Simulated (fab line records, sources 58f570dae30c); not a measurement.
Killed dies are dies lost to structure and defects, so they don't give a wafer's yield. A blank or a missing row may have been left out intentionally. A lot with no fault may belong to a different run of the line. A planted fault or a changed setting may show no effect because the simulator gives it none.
Matching of chambers    flow berkeley-cmos170    4 sister chambers for UCB170_V2_CMP_02 on cmp-02
The step polishes SiO2. 14 wafers are shown with their chamber, then 6 later ones without.

WAFERS PAIRED WITH THEIR CHAMBERS
wafer   chamber  motor-current-A (A)  slurry-filter-dp-kPa (kPa)
L648.3  3        14.0                 13.49
L648.5  3        14.6                 13.49
L648.6  2        14.8                 13.52
L652.2  3        14.4                 13.63
L652.3  2        15.0                 13.37
L652.4  1        15.9                 13.80
L654.1  0        17.0                 13.70
L654.3  2        14.0                 13.69
L654.6  0        17.5                 13.73
L651.2  1        16.3                 13.40
L651.4  3        14.1                 13.35
L651.5  3        14.2                 13.75
L661.1  1        16.7                 13.48
L661.2  0        16.9                 13.28

SIGNATURES (means of the wafers above)
reading               chamber 0  chamber 1  chamber 2  chamber 3  scatter within a chamber
motor-current-A       17.133     16.300     14.600     14.260     0.363
slurry-filter-dp-kPa  13.5700    13.5600    13.5267    13.5420    0.19
Rule: distance of a wafer from a chamber = root of the sum over the readings of ((wafer's reading minus chamber's mean) / reading's scatter) squared. The wafer belongs to the nearest chamber; if the next one is less than 2 further off, it can't be placed. The scatter: take each reading less its chamber's mean, square it, sum over the shown wafers, divide by the number of wafers less the number of chambers, and take the root.

WAFERS WITHOUT THEIR CHAMBER
wafer   motor-current-A (A)  slurry-filter-dp-kPa (kPa)
L661.6  16.4                 13.72
L659.1  16.7                 13.18
L659.5  18.1                 13.58
L663.1  16.6                 13.51
L663.4  18.0                 13.49
L663.5  16.7                 13.41

WHICH CHAMBER EACH WENT THROUGH
wafer   from the rows above      in truth
L661.6  can't be placed: 1 or 0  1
L659.1  can't be placed: 1 or 0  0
L659.5  0                        0
L663.1  can't be placed: 1 or 0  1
L663.4  0                        0
L663.5  can't be placed: 1 or 0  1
Correctly placed: 2 of 6. Cannot be placed on the basis of these rows: 4; the candidates contain the true chamber in 4. Number placed wrongly: 0.
